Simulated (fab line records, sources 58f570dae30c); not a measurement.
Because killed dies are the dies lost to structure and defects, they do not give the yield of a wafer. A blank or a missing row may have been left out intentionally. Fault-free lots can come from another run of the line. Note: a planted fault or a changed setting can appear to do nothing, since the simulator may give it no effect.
One fault seen from 2 desks    flow berkeley-cmos170    each desk holds nothing but its own numbers, with what lay behind them at the end

== FROM THE METROLOGY DESK ==
Means of the sampled wafers that have a number, per lot and without regard to the tool the lot ran on: this is what the gauges read. Marked OUT: a lot whose mean sits more than 4 standard deviations from the usual mean, which makes it out of limits; the brackets give that distance.
Columns: A = cd-nm at UCB170_V1_CD_MEAS_12, usual 699.5 nm
lot   first seen here  A
L454  day 8 22:37      698.9
L453  day 9 02:45      698.6
L455  day 9 08:31      699.6
L456  day 9 10:24      700.8
L458  day 9 23:04      701.2
L457  day 9 23:54      700.6
L461  day 10 01:34     697.0
L462  day 10 10:44     698.6
L463  day 10 12:30     700.7
L468  day 12 04:00     698.5
L469  day 12 04:24     711.1 (+8.9) OUT
L467  day 12 05:49     699.3
L472  day 12 09:08     699.0
L471  day 12 12:19     706.7 (+5.6) OUT
This desk's finding: out of limits on L469, L471; first on L469, day 12 04:24 (cd-nm at UCB170_V1_CD_MEAS_12). L454, L453, L455, L456, L458, L457, L461, L462, L463, L468, L467, L472 stayed within limits.

== DESK OF THE TOOL OWNER: litho-track-02 ==
UCB170_V1_PEB_10, tool's own readings: per-lot mean of the sampled wafers with a number, covering each lot this tool ran. Marked OUT: a lot whose mean sits more than 4 standard deviations from the usual mean, which makes it out of limits; the brackets give that distance.
Columns: A = heater-power-total-W at UCB170_V1_PEB_10, usual 56.80 W; B = plate-temp-C at UCB170_V1_PEB_10, usual 130.02 C
lot   first seen here  A                B
L456  day 9 10:08      56.83            130.09
L458  day 9 22:47      56.76            129.91
L461  day 10 01:17     56.83            129.98
L462  day 10 10:28     56.77            130.09
L469  day 12 04:07     57.92 (+24) OUT  132.13 (+18) OUT
L471  day 12 12:01     57.88 (+23) OUT  132.04 (+17) OUT
This desk's finding: out of limits on L469, L471; first on L469, day 12 04:07 (heater-power-total-W at UCB170_V1_PEB_10). L456, L458, L461, L462 stayed within limits.

== PUT TOGETHER ==
At day 12 04:07, on L469, L471, the tool owner's desk was in a position to raise an alarm.
On L469, L471, the metrology desk was in a position to raise an alarm at day 12 04:24.
All the named lots went through UCB170_V1_PEB_10 on litho-track-02.

== WHAT THE SIMULATOR PUT IN ==
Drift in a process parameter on litho-track-02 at UCB170_V1_PEB_10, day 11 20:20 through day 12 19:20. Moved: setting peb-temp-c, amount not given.
Lots struck among those shown: L469, L471.
Counting hours from when the fault started, the first reading out of limits came at 8 for the tool owner's desk and at 8 for the metrology desk.
